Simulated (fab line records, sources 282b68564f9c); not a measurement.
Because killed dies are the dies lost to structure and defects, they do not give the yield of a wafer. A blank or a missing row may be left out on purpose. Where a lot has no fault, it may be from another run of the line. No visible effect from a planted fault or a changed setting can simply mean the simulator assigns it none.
Struck lot and sound lot, side by side + flow ritCmos + 44 out of 202 route steps
Sound: the wafers L695.3, L695.5, L695.6. Wafers struck: L703.3, L703.5, L703.6. The cause is given at the end.
For every step that has rows: the tool of each side, followed by ch and its chambers, followed by its first start. Under that, the readings that differ: sound wafers + struck wafers + difference of the means + sigmas: that difference in standard deviations of wafers without a fault.
alike: same words and numbers on both sides, and readings whose means sit less than 2 such deviations apart. not compared: any withheld reading, any reading some wafer has no value for, any bound like >300 that may hide the same value, and any number with overlapping values for which the record gives no deviation.
Wherever a step has rows on one side only, a row that says differs or no value, or a row with sigmas, the two part there. Non-overlapping numbers with no deviation appear without sigmas and do not part them. Lack of a reading on every wafer of one side parts them only where that side has two or more wafers.

first, 4 steps without rows for these wafers: RIT_ACTIVE_SOFTBAKE_07 (time 60 s); RIT_ACTIVE_EXPOSE_08 (exposes mask M1, target cd 1400 nm); RIT_ACTIVE_PEB_09; RIT_ACTIVE_DEVELOP_10 (develop time 50 s).
RIT_ACTIVE_CD_MEAS_11: the cd target is 1400 nm.
  sound: cdSem-02 at day 1 20:07; struck: cdSem-02 at day 3 11:36
  alike: cdNm
then, 1 step without rows for these wafers: RIT_ACTIVE_HARDBAKE_12 (time 60 s).
RIT_ACTIVE_ETCH_13: etches Si3N4 in SF6, stops on SiO2, time 210 s, target depth 210 nm.
  sound on rieDiel-02 ch 0,1, day 1 20:21; struck on rieDiel-03 ch 0,3, day 3 11:50
  alike: drypumpMotorCurrentA, oesProductAu, throttleValvePct
  not compared: rfHoursCounterH
RIT_ACTIVE_STRIP_14: strips in O2, time 180 s.
  sound on plasmaAsher-04 ch 0,1, day 1 20:32; struck on plasmaAsher-03 ch 0,1, day 3 12:02
  alike: drypumpMotorCurrentA
  not compared: rfHoursCounterH
RIT_ACTIVE_CD_MEAS_90: the cd target is 1400 nm.
  sound: cdSem-02 at day 1 20:42; struck: cdSem-01 at day 3 12:11
  alike: cdNm
then, 3 steps without rows for these wafers: RIT_ACTIVE_CLEAN_15 (cleans in SC1, time 600 s); RIT_ACTIVE_CLEAN_16 (cleans in dHF, time 30 s); RIT_ACTIVE_CLEAN_17 (cleans in SC2, time 600 s).
RIT_FOX1_OXIDATION_00: target thk 350.7 nm, ox time 1130 s.
  sound on furnace-04 ch 0, day 1 22:03; struck on furnace-01 ch 0, day 3 13:26
| reading                                    | sound          | struck            | difference | sigmas |
|--------------------------------------------|----------------|-------------------|------------|--------|
| oxTimeS (s)                                | 1130 1130 1130 | 565 565 565       | -565       |        |
| model.SiO2_of_FOX1_OXIDATION_00.thkNm (nm) | 355 350.4 345  | 230.4 234.8 232.1 | -117.7     |        |
  alike: tube_center_temp_C_max
RIT_FOX1_THK_MEAS_01:
  sound: filmMetro-01 at day 1 23:23; struck: filmMetro-03 at day 3 14:46
| reading             | sound       | struck      | difference | sigmas |
|---------------------|-------------|-------------|------------|--------|
| FOX1_OXIDE_THK (nm) | 356 350 345 | 230 235 232 | -118       | -21    |
then, 2 steps without rows for these wafers: RIT_FOX1_WET_ETCH_02 (etches SiO2 in BOE, target depth 350 nm, time 390 s); RIT_FOX2_OXIDATION_00 (target thk 350.7 nm, ox time 1130 s).
RIT_FOX2_THK_MEAS_01:
  sound: filmMetro-03 at day 2 01:07; struck: filmMetro-01 at day 3 16:19
  alike: FOX2_OXIDE_THK
then, 2 steps without rows for these wafers: RIT_FOX2_CLEAN_02 (cleans in dHF, time 180 s); RIT_FOX2_WET_ETCH_03 (etches Si3N4 in H3PO4, target depth 195 nm, time 2700 s).
RIT_FOX2_THK_MEAS_90:
  sound: filmMetro-03 at day 2 02:07; struck: filmMetro-03 at day 3 17:11
  alike: FIELD_OXIDE_LEFT_1_THK
then, 6 steps without rows for these wafers: RIT_NWELL_HMDS_00 (prime time 60 s); RIT_NWELL_COAT_01 (resist thk 1300 nm); RIT_NWELL_SOFTBAKE_02 (time 60 s); RIT_NWELL_EXPOSE_03 (exposes mask M2, target cd 43900 nm); RIT_NWELL_PEB_04; RIT_NWELL_DEVELOP_05 (develop time 68 s).
RIT_NWELL_OVL_MEAS_06:
  sound: overlay-01 at day 2 03:25; struck: overlay-01 at day 3 18:07
  alike: NWELL_OVL
then, 2 steps without rows for these wafers: RIT_NWELL_HARDBAKE_07 (time 120 s); RIT_NWELL_IMPLANT_08.
RIT_NWELL_STRIP_09: strips in O2, time 180 s.
  sound on plasmaAsher-04 ch 0,1, day 2 03:54; struck on plasmaAsher-03 ch 0,1, day 3 18:36
  alike: drypumpMotorCurrentA
  not compared: rfHoursCounterH
RIT_NWELL_TW_MEAS_10:
  sound: filmMetro-02 at day 2 04:02; struck: filmMetro-03 at day 3 18:44
| reading  | sound          | struck         | difference | sigmas |
|----------|----------------|----------------|------------|--------|
| NWELL_TW | 2163 2151 2168 | 2181 2191 2184 | +25        | +2     |
then, 6 steps without rows for these wafers: RIT_PWELL_HMDS_00 (prime time 60 s); RIT_PWELL_COAT_01 (resist thk 1300 nm); RIT_PWELL_SOFTBAKE_02 (time 60 s); RIT_PWELL_EXPOSE_03 (exposes mask M3, target cd 43700 nm); RIT_PWELL_PEB_04; RIT_PWELL_DEVELOP_05 (develop time 68 s).
RIT_PWELL_OVL_MEAS_06:
  sound: overlay-01 at day 2 05:00; struck: overlay-01 at day 3 19:40
  alike: PWELL_OVL
then, 2 steps without rows for these wafers: RIT_PWELL_HARDBAKE_07 (time 120 s); RIT_PWELL_IMPLANT_08.
RIT_PWELL_STRIP_09: strips in O2, time 180 s.
  sound on plasmaAsher-01 ch 0,1, day 2 05:29; struck on plasmaAsher-03 ch 0,1, day 3 20:10
  alike: drypumpMotorCurrentA
  not compared: rfHoursCounterH
RIT_PWELL_TW_MEAS_10:
  sound: filmMetro-04 at day 2 05:37; struck: filmMetro-02 at day 3 20:18
  alike: PWELL_TW
RIT_GATE_ETCH_19: etches poly-Si in SF6/CHF3/O2, stops on SiO2, time 165 s, target depth 312.5 nm.
  sound on rieSi-02 ch 0,3, day 2 19:03; struck on rieSi-02 ch 2,3, day 4 10:40
  alike: drypumpMotorCurrentA, oesProductAu, throttleValvePct
  not compared: rfHoursCounterH, model.GATE.cdNm
RIT_M1_PROBE_99:
  sound: prober-02 at day 3 16:28; struck: prober-02 at day 5 08:43
| reading                           | sound             | struck            | difference | sigmas |
|-----------------------------------|-------------------|-------------------|------------|--------|
| model.etest.nplusSal.widthNm (nm) | 3432 3428 3454    | 3597 3569 3568    | +140       |        |
| model.etest.pplusSal.widthNm (nm) | 3422 3413 3443    | 3583 3576 3569    | +150       |        |
| model.etest.nldd.widthNm (nm)     | 3162 3151 3144    | 3296 3257 3276    | +124       |        |
| model.etest.pldd.widthNm (nm)     | 3162 3157 3144    | 3280 3268 3260    | +115       |        |
| model.etest.nmosNarrow.driveUaUm  | 225.1 223 226.2   | 242.9 240.6 245.8 | +18.3      |        |
| model.etest.pmosNarrow.driveUaUm  | 106.1 107.6 107.8 | 110.8 109.5 112.8 | +3.9       |        |
  alike: killedAtContacts, killedAtFrontEnd, killedDies, killedOpen, killedShort
  not compared: model.etest.nmos_0p15.driveUaUm, model.etest.npolyLine.lineOhmUm

== WHERE THEY PART ==
Last at RIT_NWELL_TW_MEAS_10 as far as this record goes, first at RIT_FOX1_THK_MEAS_01. Later steps at which nothing parts them and some readings are alike: RIT_PWELL_OVL_MEAS_06, RIT_PWELL_STRIP_09, RIT_PWELL_TW_MEAS_10, RIT_GATE_ETCH_19, RIT_M1_PROBE_99.

WHY: what the simulator had put in
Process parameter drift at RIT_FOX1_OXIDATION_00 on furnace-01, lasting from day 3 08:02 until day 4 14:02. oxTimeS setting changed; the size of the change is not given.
